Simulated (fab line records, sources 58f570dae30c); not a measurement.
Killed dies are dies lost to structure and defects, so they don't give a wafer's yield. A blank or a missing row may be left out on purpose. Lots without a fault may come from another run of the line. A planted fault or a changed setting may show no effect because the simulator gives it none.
Split-lot experiment | flow berkeley_cmos170 | 5 lots, 23 wafers read, on a route of 331 steps

THE SPLIT
At UCB170_V1_ETCH_14 (etches SiO2 in CHF3/CF4/Ar, stops on Al, target depth 1250 nm, time 291 s), the setting rf_w was moved away from the recipe's 700 W on 11 of the 23 wafers read, by -6.8% to +11.3%. The other wafers ran this setting at the recipe's value.

The reading is taken at the split's own step.

THE READING
KrF_of_V1_COAT_07.thk_nm (the simulator's own value, which no gauge read), in nm, at UCB170_V1_ETCH_14 (etches SiO2 in CHF3/CF4/Ar, stops on Al, target depth 1250 nm, time 291 s). The file gives no usual value for it. The 12 wafers here that ran the recipe average 610.8 nm, standard deviation 2.8 nm.

wafer  | tool, chamber at the split | rf_w as run, W | against the recipe | KrF_of_V1_COAT_07.thk_nm, nm | against lot-mates on the recipe
L074.1 | rie_diel-02, 0             | 700            | recipe             | 607.6                        | -
L074.2 | rie_diel-02, 2             | 700            | recipe             | 606.8                        | -
L074.3 | rie_diel-02, 1             | 652.1          | -6.8%              | 618.2                        | +9.7
L074.4 | rie_diel-02, 3             | 700            | recipe             | 611                          | -
L074.6 | rie_diel-02, 2             | 652.1          | -6.8%              | 617.8                        | +9.3
L076.1 | rie_diel-03, 3             | 671.5          | -4.1%              | 617.9                        | +5.6
L076.3 | rie_diel-03, 2             | 700            | recipe             | 613.1                        | -
L076.4 | rie_diel-03, 0             | 671.5          | -4.1%              | 620.5                        | +8.2
L076.5 | rie_diel-03, 2             | 700            | recipe             | 611.5                        | -
L076.6 | rie_diel-03, 1             | 671.5          | -4.1%              | 622.7                        | +10.4
L079.1 | rie_diel-02, 1             | 751.5          | +7.4%              | 596.1                        | -13.9
L079.2 | rie_diel-02, 3             | 700            | recipe             | 612.9                        | -
L079.3 | rie_diel-02, 2             | 751.5          | +7.4%              | 597.5                        | -12.5
L079.4 | rie_diel-02, 0             | 751.5          | +7.4%              | 594.1                        | -15.9
L079.6 | rie_diel-02, 2             | 700            | recipe             | 607                          | -
L081.1 | rie_diel-01, 1             | 700            | recipe             | 608                          | -
L081.3 | rie_diel-01, 0             | 778.8          | +11.3%             | 595.4                        | -13.9
L081.4 | rie_diel-01, 3             | 700            | recipe             | 610.5                        | -
L081.5 | rie_diel-01, 2             | 778.8          | +11.3%             | 590.2                        | -19.0
L081.6 | rie_diel-01, 1             | 778.8          | +11.3%             | 593.7                        | -15.5
L083.1 | rie_diel-01, 2             | 700            | recipe             | 613                          | -
L083.2 | rie_diel-01, 0             | 700            | recipe             | 616.1                        | -
L083.3 | rie_diel-01, 1             | 700            | recipe             | 612.3                        | -

THE FIT
A straight line over all 23 wafers: KrF_of_V1_COAT_07.thk_nm changes by -1.66 nm for each +1% of rf_w; r = -0.95; the points scatter about the line by 3.1 nm.
The same after taking each lot's own level away (the mean of its wafers on the recipe; 23 wafers): -1.58 nm for each +1%; r = -0.97; scatter 2.3 nm.
On that fit, the largest move of rf_w shifts the reading by 18 nm.
The lots' own levels span 608.47 to 613.80 nm, that is 1.9 times the standard deviation above.
So the lot-to-lot level changes the slope little: the two slopes agree.
Check: with one of the wafers moved furthest among these (+11.3%) left out of the fit, the line predicts -18.8 nm for it against its lot-mates. It came out at -13.9 nm against them.

OTHER SPLITS ON THESE WAFERS
These wafers also went through other splits before the reading. Each is held against what the fit with the lots' levels taken away leaves over:
other split on the same wafers     | wafers away from the commonest value | r with KrF_of_V1_COAT_07.thk_nm (lot level and that fit taken away)
UCB170_PSD_IMPLANT_08 dose_cm2     | 6                                    | +0.06
UCB170_SDANNEAL_RTA_00 time_s      | 12                                   | -0.33
UCB170_SILICIDE_SPUTTER_01 power_w | 4                                    | +0.39

THE WHOLE CHAIN: every reading that the file lists as answering this split, in the file's order
step               | what it does                                                              | reading                                                                   | change (the file's fit)              | r (the file's)
UCB170_V1_ETCH_14  | etches SiO2 in CHF3/CF4/Ar, stops on Al, target depth 1250 nm, time 291 s | KrF_of_V1_COAT_07.thk_nm (the simulator's own value, which no gauge read) | -1.57 nm for each +1% of the setting | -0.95
UCB170_V1_STRIP_15 | strips in O2                                                              | strip_time_to_endpoint_s                                                  | withheld for each +1% of the setting | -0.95

THE FILE'S OWN FIT
KrF_of_V1_COAT_07.thk_nm changes by -1.57 nm for each +1% of rf_w, r = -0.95.
